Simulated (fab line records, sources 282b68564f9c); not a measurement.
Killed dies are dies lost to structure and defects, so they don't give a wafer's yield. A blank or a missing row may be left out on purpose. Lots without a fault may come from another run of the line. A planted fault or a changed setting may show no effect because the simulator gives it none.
Which tool did it? | flow rit_cmos | 15 lots, 45 wafers sampled, at 1 step of a route of 202

WHAT THE GAUGES READ, wafer by wafer
The record holds no reading of a measuring or inspecting step that can be judged against a usual standard deviation.

WHICH TOOL RAN EACH LOT (tool, then ch and the chambers of the sampled wafers, then the start)
lot  | RIT_ACTIVE_OXIDATION_01
L336 | furnace-04 ch 0, day 1 20:56
L338 | furnace-04 ch 0, day 2 06:07
L339 | furnace-01 ch 0, day 2 14:49
L344 | furnace-01, day 3 12:23
L345 | furnace-03, day 3 18:40
L346 | furnace-03, day 3 22:07
L347 | furnace-04 ch 0, day 4 04:19
L350 | furnace-01 ch 0, day 4 18:48
L351 | furnace-03 ch 0, day 4 23:24
L352 | furnace-04 ch 0, day 5 04:17
L353 | furnace-03 ch 0, day 5 11:41
L354 | furnace-01 ch 0, day 5 14:08
L355 | furnace-01 ch 0, day 5 19:16
L356 | furnace-03 ch 0, day 6 01:05
L357 | furnace-01 ch 0, day 6 06:10
- RIT_ACTIVE_OXIDATION_01: target thk 46.8 nm, ox time 3360 s.

WHAT THE TOOLS THEMSELVES READ (means of the sampled wafers that have a number; where no wafer has one, the mark that the record gives instead)
RIT_ACTIVE_OXIDATION_01. Usual: ox_temp_c 994.5 C, standard deviation 0.46; ox_temp_c_max 997.6, standard deviation 0.63; zone_power_centre_pct 47.4 %, standard deviation 2.6; zone_power_load_pct 36 %, standard deviation 3.4.
lot  | tool       | ox_temp_c (C) | ox_temp_c_max | zone_power_centre_pct (%) | zone_power_load_pct (%) | flag
L336 | furnace-04 | 994.6         | 997.5         | 46.7                      | 40                      |
L338 | furnace-04 | 994.1         | 997.5         | 46.7                      | 40                      |
L339 | furnace-01 | 994.3         | 997.4         | 45.1                      | 36                      |
L344 | furnace-01 | -             | -             | -                         | -                       | OFF
L345 | furnace-03 | -             | -             | -                         | -                       | OFF
L346 | furnace-03 | -             | -             | -                         | -                       | OFF
L347 | furnace-04 | 994.9         | 998.3         | 47.0                      | 40                      |
L350 | furnace-01 | 994.7         | 997.8         | 45.4                      | 36                      |
L351 | furnace-03 | 994.6         | 997.8         | 51.4                      | 31                      |
L352 | furnace-04 | 994.6         | 997.5         | 47.1                      | 40                      |
L353 | furnace-03 | 994.8         | 997.7         | 50.8                      | 32                      |
L354 | furnace-01 | 994.5         | 997.3         | 45.1                      | 36                      |
L355 | furnace-01 | 994.9         | 997.4         | 44.9                      | 36                      |
L356 | furnace-03 | 994.3         | 997.7         | 51.2                      | 31                      |
L357 | furnace-01 | 994.9         | 997.7         | 44.5                      | 36                      |

THE ANSWER, worked out from the rows above alone
Rule: a lot is off if the mean of its wafers that have a number lies more than 3 standard deviations from the usual mean. A lot without any number at a reading at which 4 lots or more have one is off too. The other lots that the step has rows for count as sound. The gauges are gone through in route order, then the tools' own readings, and for those a lot's mean is taken as printed above. The first step at which some lot is off is used, and at that step the reading that is off furthest; a lot without a number counts as furthest.
Off: L344, L345, L346, at RIT_ACTIVE_OXIDATION_01 (ox_temp_c). Without a number there: L344, L345, L346.
A tool fits if, at that step or a process step before it, it ran every lot that is off, and no sound lot after the first of them. None of those tried fits.

WHAT THE SIMULATOR HAD PUT IN
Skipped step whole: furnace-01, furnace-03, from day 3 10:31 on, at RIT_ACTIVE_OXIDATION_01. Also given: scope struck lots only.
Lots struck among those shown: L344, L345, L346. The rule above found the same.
